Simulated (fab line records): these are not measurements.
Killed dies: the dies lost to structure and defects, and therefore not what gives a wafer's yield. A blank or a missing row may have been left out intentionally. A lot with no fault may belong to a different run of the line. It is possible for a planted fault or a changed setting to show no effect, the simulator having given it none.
A struck lot beside a sound one | flow berkeley_cmos170 | 15 steps out of a route of 331
Sound: wafers L870.1, L870.4, L870.5. Struck: wafers L878.1, L878.3, L878.5. The cause comes at the end.
Per side, at each step with rows, come the tool, then ch with its chambers, and then its first start. Under that, the readings that differ: sound wafers | struck wafers | difference of the means | sigmas: that difference in standard deviations of wafers without a fault.
alike: readings whose means differ by less than 2 such deviations, and words and numbers that are the same on both sides. not compared: withheld readings, readings that some wafer has no value for, bounds like >300 that may hide the same value, and numbers for which the record gives no deviation and whose values overlap.
A row with sigmas, a row that says differs or no value, or rows on one side alone: a step with any of these is where the two part. Numbers that don't overlap but have no deviation are shown without sigmas and don't part them. A reading that every wafer of one side lacks parts them only if that side has two wafers or more.

UCB170_V2_CD_MEAS_12: target cd 700 nm.
  struck on cd_sem-01, day 11 12:26; sound on cd_sem-01, day 9 04:43
  alike: cd_nm
UCB170_V2_OVL_MEAS_13:
  struck on overlay-01, day 11 12:33; sound on overlay-01, day 9 04:50
  alike: V2_OVL
UCB170_V2_ETCH_14: etches SiO2 in CHF3/CF4/Ar, stops on Al, target depth 1250 nm, time 291 s.
  sound on rie_diel-04 ch 0,2,3, day 9 04:52; struck on rie_diel-02 ch 1,2,3, day 11 12:35
  alike: drypump_motor_current_A, mfc_ar_sccm, oes_product_au, throttle_valve_pct
  not compared: rf_hours_counter_h
UCB170_V2_STRIP_15: strips in O2.
  sound on plasma_asher-03 ch 0, day 9 05:02; struck on plasma_asher-02 ch 1, day 11 12:46
  alike: chamber_pressure_mTorr, drypump_motor_current_A, oes_product_au, strip_time_to_endpoint_s
  not compared: rf_hours_counter_h
UCB170_V2_CD_MEAS_90: target cd 700 nm.
  struck on cd_sem-01, day 11 12:52; sound on cd_sem-01, day 9 05:08
  alike: cd_nm
then, 1 step without rows for these wafers: UCB170_M3_PRE_CLEAN_00 (preclean etch time 60 s).
UCB170_M3_SPUTTER_01: material Al, target thk 900 nm, time 120 s.
  struck on pvd_sputter-01, day 11 13:03; sound on pvd_sputter-02, day 9 05:20
  alike: cathode_dc_power_W, throttle_valve_pct
UCB170_M3_RS_MEAS_02: uses a four-point probe to measure.
  struck on film_metro-01, day 11 13:08; sound on film_metro-01, day 9 05:25
  alike: M3_AL_RS
UCB170_M3_THK_MEAS_03: measures by xrf.
  struck on film_metro-01, day 11 13:16; sound on film_metro-01, day 9 05:32
  alike: M3_AL_THK
then, 3 steps without rows for these wafers: UCB170_M3_HMDS_04 (prime time 60 s); UCB170_M3_COAT_05 (resist thk 900 nm); UCB170_M3_SOFTBAKE_06 (time 60 s).
UCB170_M3_STRIP_07: strips in O2.
  sound on plasma_asher-02 ch 0, day 9 06:15; struck on plasma_asher-01 ch 0,1, day 11 14:26
  no value came back on the struck wafers for chamber_pressure_mTorr (mTorr), drypump_motor_current_A (A), oes_product_au (a.u.), strip_time_to_endpoint_s (s); on the sound wafers chamber_pressure_mTorr (mTorr) reads 3498 3498 3499
  reading                             | sound | struck          | difference | sigmas
  model.KrF_of_M3_COAT_05.thk_nm (nm) | 0 0 0 | 900.8 898.2 900 | +899.7     |
  not compared: rf_hours_counter_h
then, 1 step without rows for these wafers: UCB170_M3_STRIP_08 (strips KrF in DMSO, time 600 s).
UCB170_M3_PROBE_99:
  sound wafers here have rows in the record (prober-02, day 9 08:25); struck ones have none

## WHERE THEY PART
At UCB170_M3_STRIP_07 first; at UCB170_M3_PROBE_99 last (within this record only).

WHY: what had been put in by the simulator
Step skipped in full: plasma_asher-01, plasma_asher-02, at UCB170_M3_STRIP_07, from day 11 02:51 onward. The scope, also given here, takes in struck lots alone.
